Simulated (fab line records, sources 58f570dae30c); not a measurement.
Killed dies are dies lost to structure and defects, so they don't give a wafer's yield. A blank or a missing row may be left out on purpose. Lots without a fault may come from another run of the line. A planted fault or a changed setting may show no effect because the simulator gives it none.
fab line records | flow berkeley_cmos170
record lots=5 wafers=23
route steps=331 shown M3@327
start_h: hours from the record's first day to the start of the lot's first wafer shown | wait_h: hours since the lot's step before | " the same as in the row above | L1.1+2: a row that stands for several wafers | - no value, or no start given | * or withheld: withheld | < > ~ a bound
route shown NAME@n: a module of which the file shows steps, and the number in the route of the first | usual: mean/standard deviation of fault-free wafers | same: alike in all rows | chamber/n: place in a boat | sites: the reading at each site | _std_site: their standard deviation | _edge_site: outer sites' mean less inner sites' | radius_mm: how far each site lies from the wafer's centre | mask NAME#n: copy n | behind: the tool/chamber that last shaped the wafer | hold: why the lot was held/for how many hours/how that ended | device: the transistor (n, p or np) that didn't switch | end of line: the same wafers' tests at the end of the route | a step without rows: its recipe alone | killed: dies lost to structure and defects at the first sort, not the wafer's yield | map: a wafer's dies, x killed, . not, _ none there
set.NAME: the setting as run; set.NAME@STEP: as run at that earlier step | model.NAME: the simulator's own value behind a step, which no gauge read
lots whose settings were changed on purpose; a table a step, a row a wafer
## steps
# step UCB170_M3_METAL_ETCH_18
# recipe chemistry=Cl2/BCl3 target=Al stop_on=SiO2 pressure_mtorr=12 target_depth_a=11700 over_etch_frac=0.3 time_s=195 icp_w=600 bias_w=120 Cl2_flow_sccm=90 bcl3_flow_sccm=45
# usual oes_product_au=0.843/0.017
# columns lot.wafer tool chamber start_h wait_h set.icp_w set.time_s@M3_SPUTTER_01 set.spin_rpm@M3_COAT_10 oes_product_au model.SiO2_of_V2_CVD_00.thk_nm model.KrF_of_M3_COAT_10.thk_nm
L074.1 rie_metal-04 0 202.39 - 600 106.4 1500 0.775 - -
L074.2 " 1 " " 651.6 106.4 1412 0.771 - -
L074.4 " 1 " " 651.6 120 1500 0.829 934.7 163.2
L074.5 " 0 " " 651.6 120 1412 0.840 935.1 192.9
L074.6 " 1 " " 600 120 1412 0.823 939.8 235.3
L077.2 rie_metal-02 1 214.17 - 600 120 1500 0.855 937 201.7
L077.3 " 0 " " 600 130.9 1500 0.904 - -
L077.4 " 1 " " 600 130.9 1599 0.907 - -
L077.5 " 1 " " 654.7 120 1599 0.850 932 130.1
L077.6 " 0 " " 654.7 130.9 1500 0.920 - -
L080.1 rie_metal-02 1 230.68 - 600 112.8 1500 0.820 - -
L080.2 " 0 " " 600 112.8 1470 0.838 - -
L080.3 " 1 " " 600 120 1470 0.851 937.3 209.1
L080.5 " 1 " " 600 112.8 1470 0.827 - -
L080.6 " 0 " " 600 120 1500 0.862 935.9 188.9
L081.1 rie_metal-04 1 232.01 - 554.4 135.2 1500 0.885 - -
L081.2 " 0 " " 600 120 1500 0.830 939.5 219.3
L081.4 " 0 " " 600 135.2 1401 0.896 - -
L081.5 " 1 " " 554.4 120 1401 0.823 941.5 292.7
L081.6 " 0 " " 600 120 1401 0.824 938.9 252.6
L082.2 rie_metal-02 0 249.91 - 600 120 1500 0.866 938 189.3
L082.4 " 0 " " 600 120 1500 0.874 938.2 196
L082.5 " 1 " " 600 120 1500 0.850 938.9 203.7
## key
split step=UCB170_M3_METAL_ETCH_18 setting=icp_w stated=600 by=wafer
response step=UCB170_M3_METAL_ETCH_18 reading=model.SiO2_of_V2_CVD_00.thk_nm change=-0.483 per=1% r=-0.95
response step=UCB170_M3_METAL_ETCH_18 reading=model.KrF_of_M3_COAT_10.thk_nm change=-7.28 per=1% r=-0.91
split outside_this_file step=UCB170_M3_SPUTTER_01 setting=time_s
split outside_this_file step=UCB170_M3_COAT_10 setting=spin_rpm
# split outside_this_file: this setting was split too, and the file shows its column; the key of that split is in another file
